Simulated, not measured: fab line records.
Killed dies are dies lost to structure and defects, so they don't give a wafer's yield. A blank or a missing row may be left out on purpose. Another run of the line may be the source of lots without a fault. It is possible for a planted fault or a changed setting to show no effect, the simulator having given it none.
Comparing a struck lot with a sound one || flow berkeley-cmos170 || 16 steps out of a route of 331
Sound: wafers L860.1, L860.2, L860.3. Struck: wafers L858.2, L858.3, L858.5. The cause is named last.
Each step with rows lists, per side, the tool, then ch with its chambers, then its first start. Under that, the readings that differ: sound wafers || struck wafers || difference of the means || sigmas: that difference in standard deviations of wafers without a fault.
alike: readings with means less than 2 such deviations apart, plus words and numbers identical on both sides. not compared: withheld readings, readings lacking a value on some wafer, bounds such as >300 that could conceal the same value, and numbers that have no deviation in the record and whose values overlap.
The two part at a step that has a row with sigmas, a row that says differs or no value, or rows on one side only. When numbers do not overlap yet have no deviation, they are printed without sigmas and do not part them. Lack of a reading on every wafer of one side parts them only where that side has two or more wafers.

first, 2 steps without rows for these wafers: UCB170_GATE_ANNEAL_03 (time 1800 s); UCB170_GATE_CVD_04 (deposits poly-Si from SiH4, time 1440 s, target thk 214 nm).
UCB170_GATE_THK_MEAS_05:
  sound: film-metro-02 at day 10 08:26; struck: film-metro-01 at day 10 03:12
  alike: GATE_POLY_THK
then, 6 steps without rows for these wafers: UCB170_GATE_COAT_06; UCB170_GATE_COAT_07 (resist thk 900 nm); UCB170_GATE_SOFTBAKE_08 (time 60 s); UCB170_GATE_EXPOSE_09 (exposes mask POLY, target cd 350 nm); UCB170_GATE_PEB_10; UCB170_GATE_DEVELOP_11 (develop time 45 s).
UCB170_GATE_CD_MEAS_12 targets a cd of 350 nm.
  sound: cd-sem-02 at day 10 10:23; struck: cd-sem-02 at day 10 04:22
{"reading": "cd-nm (nm)", "sound": "352.5 351.3 352.5", "struck": "348.7 347.3 348.6", "difference": -3.9, "sigmas": -3}
UCB170_GATE_OVL_MEAS_13:
  sound: overlay-02 at day 10 10:31; struck: overlay-02 at day 10 04:28
  alike: GATE_OVL
UCB170_GATE_ETCH_14: etches BARC in N2/H2.
  sound on rie-diel-03 ch 1,2,3, day 10 10:32; struck on rie-diel-01 ch 0,2,3, day 10 04:29
  alike: bias-w, chamber-pressure-mTorr, drypump-motor-current-A, oes-product-au, throttle-valve-pct
UCB170_GATE_ETCH_15: etches poly-Si in HBr/Cl2, stops on SiO2, time 56.3 s, target depth 278.2 nm.
  sound on rie-si-02 ch 0,1,2, day 10 10:35; struck on rie-si-01 ch 0,1,2, day 10 04:32
  no value came back on the struck wafers for any of 6 readings (HBr_flow_sccm (sccm), bias-w (W) and others); on the sound wafers HBr_flow_sccm (sccm) reads 149.8 150.1 149.8
{"reading": "model.KrF_of_GATE_COAT_07.thk-nm (nm)", "sound": "773.3 772.1 772.6", "struck": "888.7 885.5 887.7", "difference": "+114.6", "sigmas": ""}
UCB170_GATE_STRIP_16: strips in O2.
  sound on plasma-asher-04 ch 0,1, day 10 10:38; struck on plasma-asher-02 ch 0, day 10 04:35
  alike: drypump-motor-current-A, oes-product-au
  not compared: rf-hours-counter-h
UCB170_GATE_CD_MEAS_90 targets a cd of 350 nm.
  sound: cd-sem-01 at day 10 10:44; struck: cd-sem-02 at day 10 04:46
{"reading": "cd-nm (nm)", "sound": "353.5 352.1 353.2", "struck": "- - -", "difference": "no value on the struck wafers", "sigmas": ""}
then, 1 step without rows for these wafers: UCB170_GATE_CLEAN_17 (cleans in SPM, time 600 s).

WHERE THEY PART
First at UCB170_GATE_CD_MEAS_12; last, within this record, at UCB170_GATE_CD_MEAS_90.

WHY: what the simulator had put in
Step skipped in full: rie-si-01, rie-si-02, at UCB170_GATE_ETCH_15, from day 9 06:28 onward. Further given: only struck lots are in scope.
